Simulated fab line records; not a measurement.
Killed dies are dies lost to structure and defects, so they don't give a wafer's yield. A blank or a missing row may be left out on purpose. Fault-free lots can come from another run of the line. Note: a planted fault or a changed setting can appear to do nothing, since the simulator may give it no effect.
Split-lot study | flow berkeley cmos170 | 23 wafers read across 5 lots, on a route 331 steps long

## THE SPLIT ITSELF
At UCB170_M3_SPUTTER_01 (material Al, target thk 900 nm, time 120 s), the setting power w was moved away from the recipe's 6000 W on 8 of the 23 wafers read, by -7.9% to +8.8%. For the rest of the wafers, this setting stayed at what the recipe calls for.

## BETWEEN THE SPLIT AND THE READING: the file shows 1 step in between
- UCB170_M3_RS_MEAS_02: measures by four-point-probe

## THE READING
M3_AL_THK, in nm, at UCB170_M3_THK_MEAS_03 (measures by xrf). On this fab line, fault-free wafers typically give 896 nm with a standard deviation of 10 nm.

wafer  | tool, chamber at the split | power w as run, W | against the recipe | M3_AL_THK, nm | against lot-mates on the recipe
L074.1 | pvd sputter-01, -          | 6000              | recipe             | 924           | -
L074.2 | pvd sputter-01, -          | 6000              | recipe             | 907           | -
L074.4 | pvd sputter-01, -          | 5527              | -7.9%              | 833           | -81
L074.5 | pvd sputter-01, -          | 6000              | recipe             | 910           | -
L074.6 | pvd sputter-01, -          | 5527              | -7.9%              | 836           | -78
L075.2 | pvd sputter-03, -          | 6000              | recipe             | 903           | -
L075.3 | pvd sputter-03, -          | 6530              | +8.8%              | 983           | +79
L075.4 | pvd sputter-03, -          | 6000              | recipe             | 912           | -
L075.5 | pvd sputter-03, -          | 6530              | +8.8%              | 981           | +77
L075.6 | pvd sputter-03, -          | 6000              | recipe             | 898           | -
L077.1 | pvd sputter-04, -          | 6000              | recipe             | 898           | -
L077.2 | pvd sputter-04, -          | 6000              | recipe             | 892           | -
L077.3 | pvd sputter-04, -          | 5588              | -6.9%              | 827           | -68
L077.4 | pvd sputter-04, -          | 5588              | -6.9%              | 845           | -50
L077.6 | pvd sputter-04, -          | 6000              | recipe             | 896           | -
L079.2 | pvd sputter-01, -          | 6000              | recipe             | 893           | -
L079.3 | pvd sputter-01, -          | 6000              | recipe             | 896           | -
L079.5 | pvd sputter-01, -          | 6000              | recipe             | 881           | -
L084.1 | pvd sputter-03, -          | 6000              | recipe             | 886           | -
L084.2 | pvd sputter-03, -          | 6510              | +8.5%              | 973           | +83
L084.3 | pvd sputter-03, -          | 6000              | recipe             | 896           | -
L084.4 | pvd sputter-03, -          | 6510              | +8.5%              | 980           | +90
L084.5 | pvd sputter-03, -          | 6000              | recipe             | 888           | -

THE FIT
A straight line over all 23 wafers: M3_AL_THK changes by +8.98 nm for each +1% of power w; r = +0.98; the points scatter about the line by 9.8 nm.
The same after taking each lot's own level away (the mean of its wafers on the recipe; 23 wafers): +9.45 nm for each +1%; r = +0.99; scatter 6.6 nm.
According to that fit, moving power w by its largest amount changes the reading by 83 nm.
Measured against the standard deviation above, the lots' own levels, which go from 890.0 to 913.7 nm, span 2.4 times it.
The two slopes agree, so the slope changes little with the lot-to-lot level.
Check: for one of the wafers moved furthest among these (+8.8%), held out of the fit, the line's prediction against its lot-mates is +84.7 nm. It came out at +78.7 nm against them.

## THE OTHER SPLITS THESE WAFERS WENT THROUGH
Note: prior to the reading, these wafers also went through further splits. Each is held against what the fit with the lots' levels taken away leaves over:
other split on the same wafers           | wafers away from the commonest value | r with M3_AL_THK (lot level and that fit taken away)
UCB170_V1_EXPOSE_09 dose mj              | 5                                    | -0.14
UCB170_M2_SPUTTER_01 chamber pressure pa | 18                                   | -0.13
UCB170_M2_EXPOSE_12 dose mj              | 8                                    | +0.25
UCB170_M2_DEVELOP_14 develop time s      | 9                                    | -0.20
UCB170_V2_COAT_07 spin rpm               | 7                                    | -0.06

## THE WHOLE CHAIN: every reading that the file lists as answering this split, in the file's order
step                  | what it does                               | reading                                                                     | change (the file's fit)               | r (the file's)
UCB170_M3_SPUTTER_01  | material Al, target thk 900 nm, time 120 s | Al_of_M3_SPUTTER_01.thk nm (the simulator's own value, which no gauge read) | +9.33 nm for each +1% of the setting  | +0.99
UCB170_M3_RS_MEAS_02  | measures by four-point-probe               | M3_AL_RS                                                                    | -0.000332 for each +1% of the setting | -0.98
UCB170_M3_THK_MEAS_03 | measures by xrf                            | M3_AL_THK                                                                   | +9.43 for each +1% of the setting     | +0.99

## FILE'S OWN FIT
M3_AL_THK changes by +9.43 nm for each +1% of power w, r = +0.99.
